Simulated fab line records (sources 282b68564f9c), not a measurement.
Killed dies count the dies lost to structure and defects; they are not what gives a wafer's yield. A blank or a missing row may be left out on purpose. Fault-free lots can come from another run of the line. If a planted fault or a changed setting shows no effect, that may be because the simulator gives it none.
A single fault, viewed from 2 desks | flow ritCmos | what lay behind the numbers comes last; until then each desk has only its own

## THE METROLOGY DESK
Lot by lot, what the gauges showed, no matter which tool ran the lot: averages of those sampled wafers that carry a number. A lot is out of limits, marked OUT, if its mean lies more than 4 standard deviations from the usual mean; the brackets give that distance.
Columns: A = REOX_OXIDE_THK at RIT_REOX_THK_MEAS_04, usual 25.0 nm
lot  | first seen here | A
L226 | day 2 18:56     | 25.2
L227 | day 2 23:04     | 24.4
L228 | day 3 01:58     | 25.9
L229 | day 3 06:37     | 24.9
L230 | day 3 14:20     | 24.6
L231 | day 3 19:19     | 25.2
L232 | day 3 22:18     | 28.8 (+8.2) OUT
L233 | day 4 03:13     | 28.7 (+7.9) OUT
L234 | day 4 08:02     | 24.6
L235 | day 4 14:01     | 29.3 (+9.1) OUT
L239 | day 5 08:31     | 25.1
L244 | day 6 15:59     | 24.9
L245 | day 6 20:17     | 25.9
L246 | day 7 00:52     | 24.7
L248 | day 7 08:33     | 25.7
Finding of this desk: L232, L233, L235 out of limits, first seen on L232 at day 3 22:18 (REOX_OXIDE_THK at RIT_REOX_THK_MEAS_04). L226, L227, L228, L229, L230, L231, L234, L239, L244, L245, L246, L248 stayed within limits.

## FOR THE TOOL OWNER'S DESK: furnace-01
The tool's own readings at RIT_REOX_OXIDATION_03 (target thk 25.2 nm, ox time 5580 s): means of the sampled wafers that have a number, for each lot that ran on this tool. A lot is out of limits, marked OUT, if its mean lies more than 4 standard deviations from the usual mean; the brackets give that distance.
Columns: A = spikeTcCentreC at RIT_REOX_OXIDATION_03, usual 903.6 C; B = spikeTcLoadC at RIT_REOX_OXIDATION_03, usual 924.3 C; C = spikeTcSourceC at RIT_REOX_OXIDATION_03, usual 921.0 C; D = tubeCenterTempC at RIT_REOX_OXIDATION_03, usual 900 C; E = tube_center_temp_C_max at RIT_REOX_OXIDATION_03, usual 902.3
lot  | first seen here | A               | B                | C                | D                     | E
L226 | day 2 16:23     | 904.6           | 920.9            | 919.9            | 900                   | 902.3
L228 | day 2 23:25     | 903.9           | 922.2            | 920.9            | 900                   | 902.6
L229 | day 3 04:04     | 904.8           | 921.8            | 922.0            | 900                   | 902.4
L231 | day 3 16:45     | 905.4           | 921.9            | 920.9            | 900                   | 902.2
L232 | day 3 19:45     | 919.1 (+12) OUT | 937.1 (+4.8) OUT | 936.6 (+6.0) OUT | 915 (+99 or more) OUT | 917.6 (+40) OUT
L233 | day 4 00:40     | 919.0 (+12) OUT | 937.4 (+4.9) OUT | 936.6 (+6.0) OUT | 915 (+99 or more) OUT | 917.3 (+39) OUT
L235 | day 4 11:28     | 919.9 (+13) OUT | 936.7 (+4.6) OUT | 936.2 (+5.9) OUT | 915 (+99 or more) OUT | 917.2 (+39) OUT
This desk's finding: out of limits on L232, L233, L235; first on L232, day 3 19:45 (spikeTcCentreC at RIT_REOX_OXIDATION_03). L226, L228, L229, L231 stayed within limits.

## BROUGHT TOGETHER
On L232, L233, L235, at day 3 19:45, an alarm was possible from the tool owner's desk.
Metrology desk: alarm possible at day 3 22:18 on L232, L233, L235.
Every lot named ran RIT_REOX_OXIDATION_03 on furnace-01.

## WHAT HAD BEEN PUT IN BY THE SIMULATOR
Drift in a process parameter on furnace-01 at RIT_REOX_OXIDATION_03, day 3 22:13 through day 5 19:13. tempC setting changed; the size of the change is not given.
Struck lots among those shown: L232, L233, L235.
